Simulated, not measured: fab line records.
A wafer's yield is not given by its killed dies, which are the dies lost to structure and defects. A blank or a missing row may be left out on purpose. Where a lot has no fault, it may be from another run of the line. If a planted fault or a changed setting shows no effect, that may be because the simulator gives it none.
The tool behind it: which one? || flow berkeleyCmos170 || 42 wafers from 14 lots sampled at 6 of the route's 331 steps

WHAT THE GAUGES READ, wafer by wafer
UCB170_NWELL_THK_MEAS_05.
{"lot": "L435", "measured": "day 2 08:36", "on": "filmMetro-03", "NWELL_NITRIDE_THK (nm)": "221.6 224.0 224.0"}
{"lot": "L436", "measured": "day 2 08:36", "on": "filmMetro-01", "NWELL_NITRIDE_THK (nm)": "220.5 223.4 221.0"}
{"lot": "L438", "measured": "day 2 18:31", "on": "filmMetro-02", "NWELL_NITRIDE_THK (nm)": "221.8 223.6 223.9"}
{"lot": "L439", "measured": "day 2 23:17", "on": "filmMetro-01", "NWELL_NITRIDE_THK (nm)": "222.5 225.0 222.8"}
{"lot": "L440", "measured": "day 3 11:00", "on": "filmMetro-02", "NWELL_NITRIDE_THK (nm)": "222.4 225.2 224.1"}
{"lot": "L441", "measured": "day 3 11:00", "on": "filmMetro-03", "NWELL_NITRIDE_THK (nm)": "226.6 228.0 228.7"}
{"lot": "L443", "measured": "day 4 04:07", "on": "filmMetro-03", "NWELL_NITRIDE_THK (nm)": "222.6 223.3 223.4"}
{"lot": "L444", "measured": "day 4 08:31", "on": "filmMetro-03", "NWELL_NITRIDE_THK (nm)": "221.7 223.3 223.9"}
{"lot": "L445", "measured": "day 4 08:31", "on": "filmMetro-02", "NWELL_NITRIDE_THK (nm)": "224.4 224.7 223.4"}
{"lot": "L447", "measured": "day 4 21:18", "on": "filmMetro-02", "NWELL_NITRIDE_THK (nm)": "219.8 220.2 221.5"}
{"lot": "L452", "measured": "day 5 23:48", "on": "filmMetro-03", "NWELL_NITRIDE_THK (nm)": "225.2 224.7 222.8"}
{"lot": "L455", "measured": "day 6 17:00", "on": "filmMetro-01", "NWELL_NITRIDE_THK (nm)": "186.8 186.3 187.9"}
{"lot": "L456", "measured": "day 6 17:01", "on": "filmMetro-03", "NWELL_NITRIDE_THK (nm)": "182.3 180.6 181.8"}
{"lot": "L458", "measured": "day 7 03:46", "on": "filmMetro-03", "NWELL_NITRIDE_THK (nm)": "219.8 220.6 221.5"}

UCB170_PWELL_THK_MEAS_03.
{"lot": "L435", "measured": "day 2 18:51", "on": "filmMetro-04", "PWELL_OXIDE_THK (nm)": "26.3 26.1 26.3"}
{"lot": "L436", "measured": "day 2 18:51", "on": "filmMetro-03", "PWELL_OXIDE_THK (nm)": "26.2 26.0 26.0"}
{"lot": "L438", "measured": "day 3 10:28", "on": "filmMetro-03", "PWELL_OXIDE_THK (nm)": "27.1 26.9 26.6"}
{"lot": "L439", "measured": "day 3 10:28", "on": "filmMetro-04", "PWELL_OXIDE_THK (nm)": "26.3 26.2 26.3"}
{"lot": "L440", "measured": "day 3 22:21", "on": "filmMetro-02", "PWELL_OXIDE_THK (nm)": "26.9 26.6 26.3"}
{"lot": "L441", "measured": "day 3 22:21", "on": "filmMetro-03", "PWELL_OXIDE_THK (nm)": "26.3 26.9 26.7"}
{"lot": "L443", "measured": "day 4 16:48", "on": "filmMetro-03", "PWELL_OXIDE_THK (nm)": "26.3 26.5 26.5"}
{"lot": "L444", "measured": "day 4 16:49", "on": "filmMetro-02", "PWELL_OXIDE_THK (nm)": "26.6 26.4 26.5"}
{"lot": "L445", "measured": "day 5 00:55", "on": "filmMetro-03", "PWELL_OXIDE_THK (nm)": "26.3 26.2 26.2"}
{"lot": "L447", "measured": "day 5 08:35", "on": "filmMetro-03", "PWELL_OXIDE_THK (nm)": "26.4 26.3 26.1"}
{"lot": "L452", "measured": "day 6 12:17", "on": "filmMetro-02", "PWELL_OXIDE_THK (nm)": "26.1 26.1 26.3"}
{"lot": "L455", "measured": "day 7 06:32", "on": "filmMetro-03", "PWELL_OXIDE_THK (nm)": "26.1 25.7 26.2"}
{"lot": "L456", "measured": "day 7 06:36", "on": "filmMetro-04", "PWELL_OXIDE_THK (nm)": "25.8 26.4 26.5"}
{"lot": "L458", "measured": "day 7 14:49", "on": "filmMetro-04", "PWELL_OXIDE_THK (nm)": "25.8 25.5 26.2"}

UCB170_PFIELD_TW_MEAS_09.
{"lot": "L435", "measured": "day 4 06:59", "on": "filmMetro-02", "PFIELD_TW": "609 610 608"}
{"lot": "L436", "measured": "day 4 07:15", "on": "filmMetro-02", "PFIELD_TW": "611 613 610"}
{"lot": "L438", "measured": "day 5 04:54", "on": "filmMetro-02", "PFIELD_TW": "608 604 608"}
{"lot": "L439", "measured": "day 5 04:21", "on": "filmMetro-01", "PFIELD_TW": "603 607 603"}
{"lot": "L440", "measured": "day 5 18:58", "on": "filmMetro-03", "PFIELD_TW": "605 603 603"}
{"lot": "L441", "measured": "day 5 19:10", "on": "filmMetro-01", "PFIELD_TW": "604 605 605"}
{"lot": "L443", "measured": "day 6 12:31", "on": "filmMetro-02", "PFIELD_TW": "607 608 608"}
{"lot": "L444", "measured": "day 6 12:46", "on": "filmMetro-01", "PFIELD_TW": "600 602 603"}
{"lot": "L445", "measured": "day 6 13:02", "on": "filmMetro-01", "PFIELD_TW": "600 601 599"}
{"lot": "L447", "measured": "day 7 05:56", "on": "filmMetro-01", "PFIELD_TW": "605 601 604"}
{"lot": "L452", "measured": "day 8 03:26", "on": "filmMetro-01", "PFIELD_TW": "597 602 602"}
{"lot": "L455", "measured": "day 8 20:40", "on": "filmMetro-01", "PFIELD_TW": "599 600 602"}
{"lot": "L456", "measured": "day 8 20:08", "on": "filmMetro-02", "PFIELD_TW": "605 607 605"}
{"lot": "L458", "measured": "day 9 00:05", "on": "filmMetro-03", "PFIELD_TW": "599 605 601"}

EACH LOT AND THE TOOL THAT RAN IT (in order: tool; ch and the chambers of the sampled wafers; start)
{"lot": "L435", "UCB170_NWELL_CVD_04": "lpcvd-02 ch 1, day 2 06:40", "UCB170_NWELL_ETCH_13": "rieDiel-01 ch 1,2,3, day 2 10:19", "UCB170_ACTIVE_ETCH_15": "rieDiel-01 ch 0,2,3, day 4 05:01"}
{"lot": "L436", "UCB170_NWELL_CVD_04": "lpcvd-02 ch 0, day 2 06:40", "UCB170_NWELL_ETCH_13": "rieDiel-04 ch 0,1,2, day 2 10:33", "UCB170_ACTIVE_ETCH_15": "rieDiel-02 ch 1,2,3, day 4 05:05"}
{"lot": "L438", "UCB170_NWELL_CVD_04": "lpcvd-02 ch 1, day 2 16:35", "UCB170_NWELL_ETCH_13": "rieDiel-01 ch 0,1,3, day 2 20:55", "UCB170_ACTIVE_ETCH_15": "rieDiel-02 ch 0,1, day 5 02:50"}
{"lot": "L439", "UCB170_NWELL_CVD_04": "lpcvd-01 ch 0, day 2 21:21", "UCB170_NWELL_ETCH_13": "rieDiel-01 ch 0,1,3, day 3 00:14", "UCB170_ACTIVE_ETCH_15": "rieDiel-03 ch 0,1, day 5 02:33"}
{"lot": "L440", "UCB170_NWELL_CVD_04": "lpcvd-02 ch 1, day 3 09:04", "UCB170_NWELL_ETCH_13": "rieDiel-03 ch 0,1,3, day 3 12:58", "UCB170_ACTIVE_ETCH_15": "rieDiel-03 ch 0,1,3, day 5 16:57"}
{"lot": "L441", "UCB170_NWELL_CVD_04": "lpcvd-02 ch 0, day 3 09:04", "UCB170_NWELL_ETCH_13": "rieDiel-04 ch 0,1,3, day 3 13:00", "UCB170_ACTIVE_ETCH_15": "rieDiel-01 ch 0,1,2, day 5 17:14"}
{"lot": "L443", "UCB170_NWELL_CVD_04": "lpcvd-02 ch 0, day 4 01:11", "UCB170_NWELL_ETCH_13": "rieDiel-03 ch 1,2,3, day 4 05:13", "UCB170_ACTIVE_ETCH_15": "rieDiel-02 ch 2,3, day 6 10:23"}
{"lot": "L444", "UCB170_NWELL_CVD_04": "lpcvd-01 ch 1, day 4 05:37", "UCB170_NWELL_ETCH_13": "rieDiel-01 ch 0,1, day 4 09:38", "UCB170_ACTIVE_ETCH_15": "rieDiel-03 ch 0,1,3, day 6 10:26"}
{"lot": "L445", "UCB170_NWELL_CVD_04": "lpcvd-01 ch 1, day 4 05:37", "UCB170_NWELL_ETCH_13": "rieDiel-04 ch 0,1, day 4 09:56", "UCB170_ACTIVE_ETCH_15": "rieDiel-01 ch 0,2, day 6 10:44"}
{"lot": "L447", "UCB170_NWELL_CVD_04": "lpcvd-01 ch 0, day 4 19:21", "UCB170_NWELL_ETCH_13": "rieDiel-03 ch 0,2, day 4 22:24", "UCB170_ACTIVE_ETCH_15": "rieDiel-01 ch 2,3, day 7 01:29"}
{"lot": "L452", "UCB170_NWELL_CVD_04": "lpcvd-02 ch 1, day 5 21:52", "UCB170_NWELL_ETCH_13": "rieDiel-01 ch 1,2, day 6 01:19", "UCB170_ACTIVE_ETCH_15": "rieDiel-02 ch 2,3, day 8 01:07"}
{"lot": "L455", "UCB170_NWELL_CVD_04": "lpcvd-01 ch 0, day 6 15:04", "UCB170_NWELL_ETCH_13": "rieDiel-04 ch 0,2,3, day 6 18:34", "UCB170_ACTIVE_ETCH_15": "rieDiel-02 ch 0,2,3, day 8 16:55"}
{"lot": "L456", "UCB170_NWELL_CVD_04": "lpcvd-01 ch 0, day 6 15:04", "UCB170_NWELL_ETCH_13": "rieDiel-03 ch 0,1, day 6 18:20", "UCB170_ACTIVE_ETCH_15": "rieDiel-01 ch 0,2,3, day 8 16:31"}
{"lot": "L458", "UCB170_NWELL_CVD_04": "lpcvd-02 ch 0, day 7 01:50", "UCB170_NWELL_ETCH_13": "rieDiel-04 ch 0,1,3, day 7 05:14", "UCB170_ACTIVE_ETCH_15": "rieDiel-02 ch 1,2,3, day 8 22:14"}
- UCB170_NWELL_CVD_04: deposits Si3N4 from SiH2Cl2/NH3, target thk 224 nm, time 3360 s.
- UCB170_NWELL_ETCH_13: etches Si3N4 in CH3F/Ar/O2, stops on SiO2, target depth 246.4 nm, time 154 s.
- UCB170_ACTIVE_ETCH_15: etches Si3N4 in CH3F/Ar/O2, stops on SiO2, target depth 242 nm, time 151 s.

WHAT THE TOOLS THEMSELVES READ (means of the sampled wafers that have a number; where no wafer has one, the mark that the record gives instead)
UCB170_NWELL_CVD_04.
{"lot": "L435", "tool": "lpcvd-02", "pressureMtorr (mTorr)": 200.4}
{"lot": "L436", "tool": "lpcvd-02", "pressureMtorr (mTorr)": 200.0}
{"lot": "L438", "tool": "lpcvd-02", "pressureMtorr (mTorr)": 199.8}
{"lot": "L439", "tool": "lpcvd-01", "pressureMtorr (mTorr)": 200.0}
{"lot": "L440", "tool": "lpcvd-02", "pressureMtorr (mTorr)": 200.1}
{"lot": "L441", "tool": "lpcvd-02", "pressureMtorr (mTorr)": 200.4}
{"lot": "L443", "tool": "lpcvd-02", "pressureMtorr (mTorr)": 200.3}
{"lot": "L444", "tool": "lpcvd-01", "pressureMtorr (mTorr)": 200.2}
{"lot": "L445", "tool": "lpcvd-01", "pressureMtorr (mTorr)": 199.9}
{"lot": "L447", "tool": "lpcvd-01", "pressureMtorr (mTorr)": 199.8}
{"lot": "L452", "tool": "lpcvd-02", "pressureMtorr (mTorr)": 200.0}
{"lot": "L455", "tool": "lpcvd-01", "pressureMtorr (mTorr)": 100.1}
{"lot": "L456", "tool": "lpcvd-01", "pressureMtorr (mTorr)": 100.4}
{"lot": "L458", "tool": "lpcvd-02", "pressureMtorr (mTorr)": 200.0}

UCB170_NWELL_ETCH_13.
{"lot": "L435", "tool": "rieDiel-01", "O2_flow_sccm (sccm)": 6.991, "drypumpMotorCurrentA (A)": 5.5, "oesProductAu (a.u.)": 0.933, "throttleValvePct (%)": 8.09}
{"lot": "L436", "tool": "rieDiel-04", "O2_flow_sccm (sccm)": 6.988, "drypumpMotorCurrentA (A)": 6.1, "oesProductAu (a.u.)": 0.925, "throttleValvePct (%)": 8.11}
{"lot": "L438", "tool": "rieDiel-01", "O2_flow_sccm (sccm)": 6.999, "drypumpMotorCurrentA (A)": 5.6, "oesProductAu (a.u.)": 0.927, "throttleValvePct (%)": 8.09}
{"lot": "L439", "tool": "rieDiel-01", "O2_flow_sccm (sccm)": 7.017, "drypumpMotorCurrentA (A)": 5.6, "oesProductAu (a.u.)": 0.932, "throttleValvePct (%)": 8.09}
{"lot": "L440", "tool": "rieDiel-03", "O2_flow_sccm (sccm)": 6.980, "drypumpMotorCurrentA (A)": 5.8, "oesProductAu (a.u.)": 0.944, "throttleValvePct (%)": 8.03}
{"lot": "L441", "tool": "rieDiel-04", "O2_flow_sccm (sccm)": 7.002, "drypumpMotorCurrentA (A)": 5.8, "oesProductAu (a.u.)": 0.939, "throttleValvePct (%)": 8.03}
{"lot": "L443", "tool": "rieDiel-03", "O2_flow_sccm (sccm)": 7.014, "drypumpMotorCurrentA (A)": 5.6, "oesProductAu (a.u.)": 0.942, "throttleValvePct (%)": 8.13}
{"lot": "L444", "tool": "rieDiel-01", "O2_flow_sccm (sccm)": 7.033, "drypumpMotorCurrentA (A)": 5.4, "oesProductAu (a.u.)": 0.929, "throttleValvePct (%)": 8.19}
{"lot": "L445", "tool": "rieDiel-04", "O2_flow_sccm (sccm)": 6.980, "drypumpMotorCurrentA (A)": 6.1, "oesProductAu (a.u.)": 0.926, "throttleValvePct (%)": 8.10}
{"lot": "L447", "tool": "rieDiel-03", "O2_flow_sccm (sccm)": 7.000, "drypumpMotorCurrentA (A)": 6.3, "oesProductAu (a.u.)": 0.907, "throttleValvePct (%)": 8.00}
{"lot": "L452", "tool": "rieDiel-01", "O2_flow_sccm (sccm)": 7.010, "drypumpMotorCurrentA (A)": 5.5, "oesProductAu (a.u.)": 0.944, "throttleValvePct (%)": 8.13}
{"lot": "L455", "tool": "rieDiel-04", "O2_flow_sccm (sccm)": 7.008, "drypumpMotorCurrentA (A)": 5.8, "oesProductAu (a.u.)": 0.842, "throttleValvePct (%)": 8.02}
{"lot": "L456", "tool": "rieDiel-03", "O2_flow_sccm (sccm)": 6.994, "drypumpMotorCurrentA (A)": 6.1, "oesProductAu (a.u.)": 0.832, "throttleValvePct (%)": 7.92}
{"lot": "L458", "tool": "rieDiel-04", "O2_flow_sccm (sccm)": 7.016, "drypumpMotorCurrentA (A)": 5.8, "oesProductAu (a.u.)": 0.919, "throttleValvePct (%)": 8.03}

UCB170_ACTIVE_ETCH_15.
{"lot": "L435", "tool": "rieDiel-01", "O2_flow_sccm (sccm)": 6.993, "drypumpMotorCurrentA (A)": 5.9, "oesProductAu (a.u.)": 0.949, "throttleValvePct (%)": 8.04}
{"lot": "L436", "tool": "rieDiel-02", "O2_flow_sccm (sccm)": 6.992, "drypumpMotorCurrentA (A)": 5.9, "oesProductAu (a.u.)": 0.923, "throttleValvePct (%)": 8.24}
{"lot": "L438", "tool": "rieDiel-02", "O2_flow_sccm (sccm)": 6.999, "drypumpMotorCurrentA (A)": 5.9, "oesProductAu (a.u.)": 0.927, "throttleValvePct (%)": 8.10}
{"lot": "L439", "tool": "rieDiel-03", "O2_flow_sccm (sccm)": 7.034, "drypumpMotorCurrentA (A)": 6.1, "oesProductAu (a.u.)": 0.943, "throttleValvePct (%)": 7.93}
{"lot": "L440", "tool": "rieDiel-03", "O2_flow_sccm (sccm)": 7.013, "drypumpMotorCurrentA (A)": 5.8, "oesProductAu (a.u.)": 0.941, "throttleValvePct (%)": 8.04}
{"lot": "L441", "tool": "rieDiel-01", "O2_flow_sccm (sccm)": 7.028, "drypumpMotorCurrentA (A)": 5.7, "oesProductAu (a.u.)": 0.945, "throttleValvePct (%)": 8.12}
{"lot": "L443", "tool": "rieDiel-02", "O2_flow_sccm (sccm)": 7.004, "drypumpMotorCurrentA (A)": 6.1, "oesProductAu (a.u.)": 0.921, "throttleValvePct (%)": 8.27}
{"lot": "L444", "tool": "rieDiel-03", "O2_flow_sccm (sccm)": 7.010, "drypumpMotorCurrentA (A)": 5.8, "oesProductAu (a.u.)": 0.953, "throttleValvePct (%)": 8.03}
{"lot": "L445", "tool": "rieDiel-01", "O2_flow_sccm (sccm)": 6.994, "drypumpMotorCurrentA (A)": 6.1, "oesProductAu (a.u.)": 0.941, "throttleValvePct (%)": 8.06}
{"lot": "L447", "tool": "rieDiel-01", "O2_flow_sccm (sccm)": 7.019, "drypumpMotorCurrentA (A)": 5.7, "oesProductAu (a.u.)": 0.930, "throttleValvePct (%)": 8.02}
{"lot": "L452", "tool": "rieDiel-02", "O2_flow_sccm (sccm)": 6.987, "drypumpMotorCurrentA (A)": 5.8, "oesProductAu (a.u.)": 0.928, "throttleValvePct (%)": 8.29}
{"lot": "L455", "tool": "rieDiel-02", "O2_flow_sccm (sccm)": 7.016, "drypumpMotorCurrentA (A)": 6.0, "oesProductAu (a.u.)": 0.930, "throttleValvePct (%)": 8.21}
{"lot": "L456", "tool": "rieDiel-01", "O2_flow_sccm (sccm)": 6.987, "drypumpMotorCurrentA (A)": 5.9, "oesProductAu (a.u.)": 0.944, "throttleValvePct (%)": 8.04}
{"lot": "L458", "tool": "rieDiel-02", "O2_flow_sccm (sccm)": 6.994, "drypumpMotorCurrentA (A)": 5.9, "oesProductAu (a.u.)": 0.935, "throttleValvePct (%)": 8.25}

THE ANSWER, worked out from the rows above alone
Rule: usual is defined by the lots themselves. Put in order of their means at a reading, lots are off if they are a third of the lots or fewer, leave a main group of 4 or more, and stand apart from it by a gap of 3 or more times the standard deviation of the main group's means; of several such gaps the widest counts. A main group is skipped when, at the precision printed for the reading in the tables above, its means are all equal. A lot without any number at a reading at which 4 lots or more have one is off too. Any other lot the step has rows for is counted as sound. First the gauges in route order, then the tools' own readings, where a lot's mean is used as printed above. At the first step where some lot is off, the reading lying furthest off is the one used; lots without a number count as furthest.
Off: L455, L456, at UCB170_NWELL_THK_MEAS_05 (NWELL_NITRIDE_THK). For the main group the mean is 223.2 nm and the standard deviation 1.8.
A tool fits if, at a process step before that reading, it ran every lot that is off, and no sound lot after the first of them. The gauges at UCB170_NWELL_THK_MEAS_05 aren't tried: what is off there is off at UCB170_NWELL_CVD_04 too, on other tools, and a gauge's error can't cause that. One candidate fits, namely lpcvd-01 at UCB170_NWELL_CVD_04. Its last sound lot is L447 (day 4 19:21), its first lot that is off L455 (day 6 15:04): a fault that began between those two fits.
On the lots that are off, the tool's own readings at UCB170_NWELL_CVD_04 differ by more than 5 times the standard deviation of the sound lots' means, which bears it out; pressureMtorr reads 100.2 mTorr there versus 200.1 mTorr on the sound lots.

WHAT THE SIMULATOR HAD INSERTED
lpcvd-01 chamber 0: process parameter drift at UCB170_NWELL_CVD_04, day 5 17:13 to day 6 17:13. A move of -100 in setting pressureMtorr, from 200. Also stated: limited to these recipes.
Struck lots among those shown: L455, L456. The same result came from the rule above.
